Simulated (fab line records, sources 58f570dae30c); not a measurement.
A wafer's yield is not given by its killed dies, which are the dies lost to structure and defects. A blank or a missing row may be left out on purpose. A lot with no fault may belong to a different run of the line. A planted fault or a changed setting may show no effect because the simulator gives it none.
The same fault as seen by 2 desks -- flow berkeley_cmos170 -- every desk sees just its own numbers, and what lay behind them comes last

== FROM THE METROLOGY DESK ==
What the gauges read, lot by lot, whatever tool the lot ran on: means of the sampled wafers that have a number. A lot is out of limits, marked OUT, if its mean lies more than 4 standard deviations from the usual mean; the brackets give that distance.
Columns: A = cd_nm at UCB170_GATE_CD_MEAS_12, usual 349.5 nm; B = SILICIDE_TI_RS at UCB170_SILICIDE_RS_MEAS_02, usual 26.0 ohm/sq; C = SILICIDE_TI_THK at UCB170_SILICIDE_THK_MEAS_03, usual 30.5 nm; D = cd_nm at UCB170_CONTACT_CD_MEAS_15, usual 699.9 nm
lot,first seen here,A,B,C,D
L160,day 5 14:47,349.0,26.0,30.7,698.9
L161,day 6 01:38,347.8,26.4,30.3,701.6
L164,day 6 15:46,346.6,25.7,30.6,700.0
L165,day 6 23:18,350.7,26.1,30.7,699.5
L168,day 6 23:26,348.7,26.3,30.0,699.5
L166,day 6 23:30,348.6,26.1,30.6,700.7
L169,day 7 15:53,348.3,26.4,30.2,700.0
L171,day 8 07:33,350.4,25.5,30.9,699.3
L173,day 8 18:10,348.5,26.2,30.2,699.9
L177,day 9 16:40,349.4,25.8,30.8,700.3
L176,day 9 16:56,350.4,33.8 (+25) OUT,28.5 (-6.0) OUT,700.8
L178,day 9 20:49,351.5,33.8 (+25) OUT,28.5 (-6.0) OUT,697.6
L180,day 10 06:13,349.4,26.3,30.2,699.1
L181,day 10 06:19,350.8,25.7,30.9,701.2
This desk finds L176, L178 out of limits, with the earliest case on L176 at day 10 08:48 (SILICIDE_TI_RS at UCB170_SILICIDE_RS_MEAS_02). L160, L161, L164, L165, L168, L166, L169, L171, L173, L177, L180, L181 stayed within limits.

== FOR THE TOOL OWNER'S DESK: pvd_sputter-04 ==
The tool's own readings at UCB170_SILICIDE_SPUTTER_01 (material Ti, target thk 30 nm, time 25 s): means of the sampled wafers that have a number, for each lot that ran on this tool. A lot is out of limits, marked OUT, if its mean lies more than 4 standard deviations from the usual mean; the brackets give that distance.
Columns: A = chamber_pressure_pa at UCB170_SILICIDE_SPUTTER_01, usual 0.5000 Pa; B = throttle_valve_pct at UCB170_SILICIDE_SPUTTER_01, usual 29.2 %
lot,first seen here,A,B
L165,day 7 13:48,0.4998,30.1
L173,day 9 09:44,0.4996,29.9
L176,day 10 08:45,0.6796 (+99 or more) OUT,24.4
L178,day 10 13:44,0.6783 (+99 or more) OUT,25.5
This desk's finding: out of limits on L176, L178; first on L176, day 10 08:45 (chamber_pressure_pa at UCB170_SILICIDE_SPUTTER_01). L165, L173 stayed within limits.

== PUT TOGETHER ==
An alarm could have come from the tool owner's desk at day 10 08:45, on L176, L178.
An alarm was possible from the metrology desk at day 10 08:48, on L176, L178.
The lots listed all ran UCB170_SILICIDE_SPUTTER_01 on pvd_sputter-04.

== WHAT THE SIMULATOR HAD PUT IN ==
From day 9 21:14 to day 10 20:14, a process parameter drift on pvd_sputter-04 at UCB170_SILICIDE_SPUTTER_01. Setting chamber_pressure_pa, moved by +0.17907, from 0.5. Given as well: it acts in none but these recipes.
Shown lots that were struck: L176, L178.
Counting hours from when the fault started, the first reading out of limits came at 12 for the tool owner's desk and at 12 for the metrology desk.
